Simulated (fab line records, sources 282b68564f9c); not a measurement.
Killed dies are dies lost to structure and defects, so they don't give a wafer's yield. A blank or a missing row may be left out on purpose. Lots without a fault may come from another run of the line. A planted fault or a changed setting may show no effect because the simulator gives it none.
One fault seen from 2 desks | flow rit_cmos | each desk has only its own numbers; what lay behind them comes last

THE METROLOGY DESK
What the gauges read, lot by lot, whatever tool the lot ran on: means of the sampled wafers that have a number. A lot is out of limits, marked OUT, if its mean lies more than 4 standard deviations from the usual mean; the brackets give that distance.
Columns: A = GATE_OXIDE_THK at RIT_GATE_THK_MEAS_07, usual 2.77 nm; B = SPACER_NITRIDE_THK at RIT_SPACER_THK_MEAS_04, usual 250.2 nm; C = SILICIDE_TI_RS at RIT_SILICIDE_RS_MEAS_02, usual 48.1 ohm/sq
lot  | first seen here | A              | B     | C
L860 | day 2 15:22     | 2.81           | 251.1 | 48.4
L861 | day 2 22:50     | 2.76           | 245.8 | 48.1
L863 | day 3 07:50     | 2.70           | 250.6 | 48.0
L865 | day 3 20:05     | 2.80           | 251.3 | 47.4
L866 | day 3 20:21     | 2.72           | 247.2 | 48.2
L867 | day 4 08:55     | 2.75           | 253.9 | 47.5
L868 | day 4 11:01     | 2.81           | 253.2 | 48.5
L870 | day 4 21:34     | 1.93 (-16) OUT | 245.3 | 48.5
L874 | day 5 17:27     | 2.01 (-14) OUT | 248.9 | 47.9
L876 | day 5 22:40     | 2.78           | 249.0 | 48.0
L877 | day 6 11:07     | 2.72           | 252.9 | 48.2
L878 | day 6 14:37     | 2.76           | 250.5 | 48.5
L879 | day 6 20:43     | 2.71           | 248.3 | 47.9
L883 | day 8 02:11     | 2.73           | 248.4 | 48.2
This desk's finding: out of limits on L870, L874; first on L870, day 4 21:34 (GATE_OXIDE_THK at RIT_GATE_THK_MEAS_07). In limits: L860, L861, L863, L865, L866, L867, L868, L876, L877, L878, L879, L883.

THE TOOL OWNER'S DESK: furnace-04
The tool's own readings at RIT_GATE_OXIDATION_05 (target thk 3 nm, ox time 270 s): means of the sampled wafers that have a number, for each lot that ran on this tool. A lot is out of limits, marked OUT, if its mean lies more than 4 standard deviations from the usual mean; the brackets give that distance.
Columns: A = spike_tc_source_C at RIT_GATE_OXIDATION_05, usual 917.7 C; B = zone_power_load_pct at RIT_GATE_OXIDATION_05, usual 24 %
lot  | first seen here | A     | B
L860 | day 2 14:02     | 915.9 | 28
L863 | day 3 02:01     | 916.2 | 29
L868 | day 4 08:59     | 915.3 | 29
L870 | day 4 18:17     | 916.1 | 29
L874 | day 5 13:55     | 915.8 | 29
This desk's finding: nothing out of limits on any of the 5 lots.

PUT TOGETHER
The metrology desk could have raised an alarm at day 4 21:34, on L870, L874.
The tool owner's desk saw nothing out of limits.
The tool owner's desk has L870, L874 on record, within its limits.
Of the lots named, all ran RIT_GATE_OXIDATION_05 on furnace-04.

WHAT THE SIMULATOR HAD PUT IN
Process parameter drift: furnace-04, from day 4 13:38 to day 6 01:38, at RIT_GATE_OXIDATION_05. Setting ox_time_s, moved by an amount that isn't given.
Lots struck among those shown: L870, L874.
Hours from the fault's start to each desk's first reading out of limits: the metrology desk, 8.
